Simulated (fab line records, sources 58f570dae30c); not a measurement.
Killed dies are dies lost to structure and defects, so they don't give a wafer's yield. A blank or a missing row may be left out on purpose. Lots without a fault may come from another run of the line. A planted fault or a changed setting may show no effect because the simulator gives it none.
Chamber matching | flow berkeley_cmos170 | UCB170_V2_CMP_02 on cmp-01: 4 sister chambers
The step polishes SiO2. 4 wafers are shown with their chamber, then 11 later ones without.

WAFERS WITH THEIR CHAMBER
wafer  | chamber | motor_current_A (A)
L201.3 | 2       | 11.6
L202.3 | 1       | 18.9
L202.5 | 3       | 16.2
L203.2 | 0       | 16.2

WAFERS WITHOUT THEIR CHAMBER
wafer  | motor_current_A (A)
L203.3 | 17.4
L203.5 | 17.6
L205.1 | 18.1
L205.3 | 12.0
L205.6 | 16.4
L210.1 | 16.4
L210.4 | 12.7
L210.5 | 17.5
L213.3 | 16.5
L213.4 | 17.8
L213.5 | 15.8

WHICH CHAMBER EACH WENT THROUGH
wafer  | from the rows above          | in truth
L203.3 | can't be placed: 0 or 3 or 1 | 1
L203.5 | can't be placed: 1 or 0 or 3 | 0
L205.1 | can't be placed: 1 or 0 or 3 | 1
L205.3 | 2                            | 2
L205.6 | can't be placed: 0 or 3      | 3
L210.1 | can't be placed: 0 or 3      | 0
L210.4 | 2                            | 2
L210.5 | can't be placed: 0 or 3 or 1 | 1
L213.3 | can't be placed: 0 or 3      | 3
L213.4 | can't be placed: 1 or 0 or 3 | 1
L213.5 | can't be placed: 0 or 3      | 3
Placed correctly: 2 of 11. Can't be placed from these rows: 9 (the true chamber is among the candidates in 9). Placed wrongly: 0.
How it was worked out, from the rows above alone: a wafer's distance from a chamber is the root of the sum, over the readings, of the square of ((its reading less the chamber's mean) divided by the reading's scatter). The wafer belongs to the nearest chamber; if the next one is less than 2 further off, it can't be placed. A chamber's mean is the mean of its shown wafers. The scatter: with one shown wafer a chamber, the root of the mean of the squares of how far each hidden wafer lies from its nearest shown one.
